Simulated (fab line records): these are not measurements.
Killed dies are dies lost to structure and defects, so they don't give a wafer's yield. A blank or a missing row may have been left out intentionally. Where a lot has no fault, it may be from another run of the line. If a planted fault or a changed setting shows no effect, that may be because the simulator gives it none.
Struck lot and sound lot, side by side + flow rit-cmos + 15 steps out of a route of 202
Sound: wafers L823.2, L823.4, L823.6. Struck: wafers L833.1, L833.6 (left out: L833.2, a lot-mate that was not struck); the cause follows at the end.
At each step with rows: each side's tool, then ch and its chambers, then its first start. Under that, the readings that differ: sound wafers + struck wafers + difference of the means + sigmas: that difference in standard deviations of wafers without a fault.
alike: readings with means less than 2 such deviations apart, plus words and numbers identical on both sides. not compared: withheld readings, readings lacking a value on some wafer, bounds such as >300 that could conceal the same value, and numbers that have no deviation in the record and whose values overlap.
Wherever a step has rows on one side only, a row that says differs or no value, or a row with sigmas, the two part there. Numbers that have no deviation but don't overlap get no sigmas and don't part them. A reading missing from all wafers of one side parts the sides only when that side holds two or more wafers.

first, 1 step without rows for these wafers: RIT_NLDD_IMPLANT_08.
RIT_NLDD_STRIP_09: strips in O2, time 180 s.
  sound on plasma-asher-03 ch 0,1, day 3 19:38; struck on plasma-asher-03 ch 1, day 6 06:15
  alike: drypump-motor-current-A, o2-flow-sccm
  not compared: rf-hours-counter-h
RIT_NLDD_TW_MEAS_10:
  struck on film-metro-03, day 6 06:26; sound on film-metro-03, day 3 19:49
  alike: NLDD_TW
then, 6 steps without rows for these wafers: RIT_PLDD_HMDS_00 (prime time 60 s); RIT_PLDD_COAT_01 (resist thk 1000 nm); RIT_PLDD_SOFTBAKE_02 (time 60 s); RIT_PLDD_EXPOSE_03 (exposes mask M8, target cd 40900 nm); RIT_PLDD_PEB_04; RIT_PLDD_DEVELOP_05 (develop time 50 s).
RIT_PLDD_OVL_MEAS_06:
  struck on overlay-02, day 6 07:34; sound on overlay-02, day 3 20:44
  alike: PLDD_OVL
then, 2 steps without rows for these wafers: RIT_PLDD_HARDBAKE_07 (time 60 s); RIT_PLDD_IMPLANT_08.
RIT_PLDD_STRIP_09: strips in O2, time 180 s.
  sound on plasma-asher-02 ch 0, day 3 21:04; struck on plasma-asher-02 ch 0, day 6 08:06
| reading             | sound          | struck    | difference | sigmas      |
|---------------------|----------------|-----------|------------|-------------|
| o2-flow-sccm (sccm) | 4000 4004 4028 | 1984 2029 | -2004      | -99 or more |
  alike: drypump-motor-current-A
  not compared: rf-hours-counter-h
RIT_PLDD_TW_MEAS_10:
  struck on film-metro-03, day 6 08:16; sound on film-metro-03, day 3 21:14
  alike: PLDD_TW
RIT_M1_PROBE_99:
  record: rows for the struck wafers here (prober-01, day 6 23:40), none for the sound ones

== WHERE THEY PART ==
First at RIT_PLDD_STRIP_09; last, within this record, at RIT_M1_PROBE_99.

WHY: whatever the simulator had introduced
plasma-asher-02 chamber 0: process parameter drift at RIT_PLDD_STRIP_09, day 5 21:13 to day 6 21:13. From 4000, the setting o2-flow-sccm moved by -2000. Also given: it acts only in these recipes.
